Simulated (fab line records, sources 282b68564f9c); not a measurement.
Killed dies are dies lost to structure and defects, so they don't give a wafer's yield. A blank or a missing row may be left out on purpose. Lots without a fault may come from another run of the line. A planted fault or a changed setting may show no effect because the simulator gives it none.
Which tool did it? | flow rit_cmos | 14 lots, 42 wafers sampled, at 1 step of a route of 202

WHAT THE GAUGES READ, wafer by wafer
RIT_FOX2_THK_MEAS_01.
lot  | measured    | on            | FOX2_OXIDE_THK (nm)
L461 | day 2 05:52 | film_metro-02 | 344 342 343
L462 | day 2 09:49 | film_metro-02 | 358 351 350
L463 | day 2 15:49 | film_metro-02 | 351 343 345
L465 | day 3 01:52 | film_metro-02 | 354 351 356
L466 | day 3 05:19 | film_metro-04 | 355 356 359
L469 | day 3 22:24 | film_metro-02 | 340 341 342
L470 | day 4 01:27 | film_metro-02 | 352 360 355
L471 | day 4 06:19 | film_metro-02 | 356 359 360
L473 | day 4 18:31 | film_metro-01 | 344 343 346
L475 | day 5 03:10 | film_metro-02 | 356 356 349
L476 | day 5 07:20 | film_metro-04 | 341 350 339
L477 | day 5 13:58 | film_metro-02 | 346 340 342
L478 | day 5 18:27 | film_metro-02 | 358 350 352
L479 | day 5 23:11 | film_metro-01 | 345 346 346

WHICH TOOL RAN EACH LOT (tool, then ch and the chambers of the sampled wafers, then the start)
The record holds no process step before these readings.

WHAT THE TOOLS THEMSELVES READ (means of the sampled wafers that have a number; where no wafer has one, the mark that the record gives instead)
The record holds no such reading with a usual standard deviation.

THE ANSWER, worked out from the rows above alone
Rule: what is usual is taken from the lots themselves. Put in order of their means at a reading, lots are off if they are a third of the lots or fewer, leave a main group of 4 or more, and stand apart from it by a gap of 3 or more times the standard deviation of the main group's means; of several such gaps the widest counts. A main group whose means are all the same, to the digits that the tables above print for the reading, isn't used. A lot without any number at a reading at which 4 lots or more have one is off too. The other lots that the step has rows for count as sound. The gauges are gone through in route order, then the tools' own readings, and for those a lot's mean is taken as printed above. The first step at which some lot is off is used, and at that step the reading that is off furthest; a lot without a number counts as furthest.
No lot is off at any reading shown: from this, nothing can be told.

WHAT THE SIMULATOR HAD PUT IN
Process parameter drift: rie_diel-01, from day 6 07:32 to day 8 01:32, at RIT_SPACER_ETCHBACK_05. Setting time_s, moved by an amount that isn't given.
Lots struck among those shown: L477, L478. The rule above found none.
